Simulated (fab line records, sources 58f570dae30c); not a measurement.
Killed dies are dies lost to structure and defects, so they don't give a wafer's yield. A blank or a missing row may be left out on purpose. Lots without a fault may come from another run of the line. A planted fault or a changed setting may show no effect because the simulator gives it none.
A struck lot beside a sound one | flow berkeley_cmos170 | 20 steps out of a route of 331
Sound: wafers L712.2, L712.5, L712.6. Struck: wafers L716.2, L716.4, L716.6. The cause comes at the end.
At each step with rows: each side's tool, then ch and its chambers, then its first start. Under that, the readings that differ: sound wafers | struck wafers | difference of the means | sigmas: that difference in standard deviations of wafers without a fault.
alike: readings whose means differ by less than 2 such deviations, and words and numbers that are the same on both sides. not compared: withheld readings, readings that some wafer has no value for, bounds like >300 that may hide the same value, and numbers for which the record gives no deviation and whose values overlap.
The two part at a step that has a row with sigmas, a row that says differs or no value, or rows on one side only. Numbers that don't overlap but have no deviation are shown without sigmas and don't part them. A reading that every wafer of one side lacks parts them only if that side has two wafers or more.

first, 3 steps without rows for these wafers: UCB170_ACTIVE_EXPOSE_10 (exposes mask ACTIVE, target cd 1200 nm); UCB170_ACTIVE_PEB_11; UCB170_ACTIVE_DEVELOP_12 (develop time 45 s).
UCB170_ACTIVE_CD_MEAS_13: target cd 1200 nm.
  sound on cd_sem-01, day 5 15:01; struck on cd_sem-02, day 6 21:11
  alike: cd_nm
UCB170_ACTIVE_OVL_MEAS_14:
  sound on overlay-01, day 5 15:08; struck on overlay-02, day 6 21:18
  alike: ACTIVE_OVL
UCB170_ACTIVE_ETCH_15: etches Si3N4 in CH3F/Ar/O2, stops on SiO2, target depth 242 nm, time 151 s.
  sound on rie_diel-04 ch 0,3, day 5 15:10; struck on rie_diel-03 ch 0,1,3, day 6 21:20
  alike: chamber_pressure_mTorr, drypump_motor_current_A, oes_product_au, throttle_valve_pct
  not compared: rf_hours_counter_h
UCB170_ACTIVE_STRIP_16: strips in O2.
  sound on plasma_asher-01 ch 0,1, day 5 15:16; struck on plasma_asher-02 ch 0,1, day 6 21:26
  alike: chamber_pressure_mTorr, drypump_motor_current_A, oes_product_au, strip_time_to_endpoint_s
  not compared: rf_hours_counter_h
UCB170_ACTIVE_CD_MEAS_90: target cd 1200 nm.
  sound on cd_sem-01, day 5 15:23; struck on cd_sem-02, day 6 21:33
  alike: cd_nm
then, 4 steps without rows for these wafers: UCB170_ACTIVE_CLEAN_17 (cleans in SPM, time 600 s); UCB170_PFIELD_HMDS_00 (prime time 60 s); UCB170_PFIELD_COAT_01 (resist thk 900 nm); UCB170_PFIELD_SOFTBAKE_02 (time 60 s).
UCB170_PFIELD_EXPOSE_03: exposes mask PFIELD, target cd 1500 nm.
  sound on krf_scanner-01 ch 0, day 5 17:02; struck on krf_scanner-02 ch 0, day 7 01:31
  reading | sound                      | struck                  | difference | sigmas
  mask    | PFIELD#0 PFIELD#0 PFIELD#0 | NWELL#0 NWELL#0 NWELL#0 | differs    |
then, 2 steps without rows for these wafers: UCB170_PFIELD_PEB_04; UCB170_PFIELD_DEVELOP_05 (develop time 45 s).
UCB170_PFIELD_OVL_MEAS_06:
  sound on overlay-02, day 5 18:12; struck on overlay-01, day 7 02:53
  reading         | sound     | struck | difference                    | sigmas
  PFIELD_OVL (nm) | -3 -10 -6 | - - -  | no value on the struck wafers |
then, 1 step without rows for these wafers: UCB170_PFIELD_IMPLANT_07.
UCB170_PFIELD_STRIP_08: strips in O2.
  sound on plasma_asher-04 ch 0,1, day 5 18:23; struck on plasma_asher-02 ch 0,1, day 7 03:04
  alike: chamber_pressure_mTorr, drypump_motor_current_A, oes_product_au, strip_time_to_endpoint_s
  not compared: rf_hours_counter_h
UCB170_PFIELD_TW_MEAS_09:
  sound on film_metro-03, day 5 18:29; struck on film_metro-04, day 7 03:24
  reading   | sound       | struck   | difference | sigmas
  PFIELD_TW | 597 596 601 | 30 30 30 | -568       | -99 or more
  not compared: hold
UCB170_M3_PROBE_99:
  the record has rows for the sound wafers here (prober-02, day 9 13:39) and none for the struck ones

WHERE THEY PART
First at UCB170_PFIELD_EXPOSE_03; last, within this record, at UCB170_M3_PROBE_99.

WHY: what the simulator had put in
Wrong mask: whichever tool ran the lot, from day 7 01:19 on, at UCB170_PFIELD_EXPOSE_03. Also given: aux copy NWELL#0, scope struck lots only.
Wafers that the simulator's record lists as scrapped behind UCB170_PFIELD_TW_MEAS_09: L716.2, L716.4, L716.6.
